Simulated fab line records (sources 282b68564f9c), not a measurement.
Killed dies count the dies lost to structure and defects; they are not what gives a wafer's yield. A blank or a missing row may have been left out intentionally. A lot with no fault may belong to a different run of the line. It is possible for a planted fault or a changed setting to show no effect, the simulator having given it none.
A struck lot beside a sound one + flow rit cmos + 26 steps out of a route of 202
Sound: wafers L259.2, L259.4, L259.5. Struck: wafers L264.1, L264.3, L264.5. Last of all comes the cause.
Per side, at each step with rows, come the tool, then ch with its chambers, and then its first start. Under that, the readings that differ: sound wafers + struck wafers + difference of the means + sigmas: that difference in standard deviations of wafers without a fault.
alike: a reading whose means differ by less than 2 such deviations, as well as words and numbers matching on both sides. not compared: withheld readings; readings where some wafer has no value; bounds like >300 that might hide an equal value; numbers whose values overlap and for which the record gives no deviation.
Wherever a step has rows on one side only, a row that says differs or no value, or a row with sigmas, the two part there. When numbers do not overlap yet have no deviation, they are printed without sigmas and do not part them. A reading that every wafer of one side lacks parts them only if that side has two wafers or more.

first, 1 step without rows for these wafers: RIT_PRETRO_IMPLANT_08.
RIT_PRETRO_STRIP_09: strips in O2, time 180 s.
  sound on plasma asher-03 ch 0,1, day 3 09:56; struck on plasma asher-01 ch 0,1, day 4 13:43
  alike: drypump motor current A
  not compared: rf hours counter h
RIT_PRETRO_TW_MEAS_10:
  sound: film metro-01 at day 3 10:08; struck: film metro-04 at day 4 13:53
  alike: PRETRO_TW
then, 5 steps without rows for these wafers: RIT_GATE_WET_ETCH_00 (etches SiO2 in BOE, target depth 56 nm, time 60 s); RIT_GATE_CLEAN_01 (cleans in SC1, time 600 s); RIT_GATE_CLEAN_02 (cleans in dHF, time 30 s); RIT_GATE_CLEAN_03 (cleans in SC2, time 600 s); RIT_GATE_CLEAN_04 (cleans in dHF, time 60 s).
RIT_FOX2_THK_MEAS_91:
  sound: film metro-01 at day 3 10:37; struck: film metro-01 at day 4 14:23
  alike: FIELD_OXIDE_LEFT_2_THK
then, 2 steps without rows for these wafers: RIT_GATE_OXIDATION_05 (target thk 3 nm, ox time 270 s); RIT_GATE_ANNEAL_06 (time 600 s).
RIT_GATE_THK_MEAS_07:
  sound: film metro-01 at day 3 12:01; struck: film metro-04 at day 4 15:46
  alike: GATE_OXIDE_THK
RIT_GATE_CVD_08: deposits poly-Si from SiH4, target thk 250 nm, time 2220 s.
  sound on lpcvd-01 ch 1, day 3 12:04; struck on lpcvd-01 ch 1, day 4 16:31
| reading                                  | sound             | struck            | difference | sigmas |
|------------------------------------------|-------------------|-------------------|------------|--------|
| spike tc centre C (C)                    | 611.2 610.7 613.9 | 626.9 625.5 628.1 | +14.9      | +15    |
| spike tc load C (C)                      | 631.3 632.9 630.5 | 647.3 646.9 646.8 | +15.4      | +9     |
| spike tc source C (C)                    | 626.9 627.8 627.5 | 641.6 641.2 642.7 | +14.4      | +7     |
| susceptor temp C (C)                     | 609.9 610.2 609.9 | 624.9 624.7 624.7 | +14.8      | +46    |
| zone power source pct (%)                | 10.71 11.00 10.97 | 11.45 11.76 11.59 | +0.71      | +3     |
| model.poly-Si_of_GATE_CVD_08.thk nm (nm) | 247.2 246.4 246.5 | 359 357.7 357.2   | +111       |        |
RIT_GATE_THK_MEAS_09:
  sound: film metro-01 at day 3 13:41; struck: film metro-01 at day 4 18:08
| reading            | sound             | struck            | difference | sigmas |
|--------------------|-------------------|-------------------|------------|--------|
| GATE_POLY_THK (nm) | 247.3 246.5 246.7 | 358.8 357.7 357.4 | +111.1     | +48    |
then, 6 steps without rows for these wafers: RIT_GATE_HMDS_10 (prime time 60 s); RIT_GATE_COAT_11 (resist thk 850 nm); RIT_GATE_SOFTBAKE_12 (time 60 s); RIT_GATE_EXPOSE_13 (exposes mask M6, target cd 150 nm); RIT_GATE_PEB_14; RIT_GATE_DEVELOP_15 (develop time 50 s).
RIT_GATE_CD_MEAS_16: target cd 150 nm.
  sound: cd sem-02 at day 3 14:37; struck: cd sem-01 at day 4 19:10
  alike: cd nm
RIT_GATE_OVL_MEAS_17:
  sound: overlay-01 at day 3 14:43; struck: overlay-02 at day 4 19:17
  alike: GATE_OVL
then, 1 step without rows for these wafers: RIT_GATE_HARDBAKE_18 (time 60 s).
RIT_GATE_ETCH_19: etches poly-Si in SF6/CHF3/O2, stops on SiO2, time 168.1 s, target depth 312.5 nm.
  sound on rie si-01 ch 1,3, day 3 15:08; struck on rie si-02 ch 0,2,3, day 4 19:29
| reading                          | sound             | struck            | difference | sigmas |
|----------------------------------|-------------------|-------------------|------------|--------|
| oes product au (a.u.)            | 0.835 0.840 0.822 | 0.978 0.987 0.983 | +0.150     | +13    |
| model.etch.depth nm (nm)         | 247.2 246.4 246.5 | 323.7 317.4 309.9 | +70.3      |        |
| model.GATE.feature depth nm (nm) | 247.2 246.4 246.5 | 323.7 317.4 309.9 | +70.3      |        |
  alike: drypump motor current A, throttle valve pct
  not compared: rf hours counter h
RIT_GATE_STRIP_20: strips in O2, time 180 s.
  sound on plasma asher-04 ch 0, day 3 15:18; struck on plasma asher-01 ch 0,1, day 4 19:35
  alike: drypump motor current A
  not compared: rf hours counter h
RIT_M1_PROBE_99:
  rows exist in the record for the struck wafers here (prober-02, day 5 16:16), but not for the sound ones

WHERE THEY PART
First at RIT_GATE_CVD_08; last, within this record, at RIT_M1_PROBE_99.

WHY: the cause the simulator had injected
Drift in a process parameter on lpcvd-01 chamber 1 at RIT_GATE_CVD_08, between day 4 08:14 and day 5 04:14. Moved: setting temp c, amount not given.
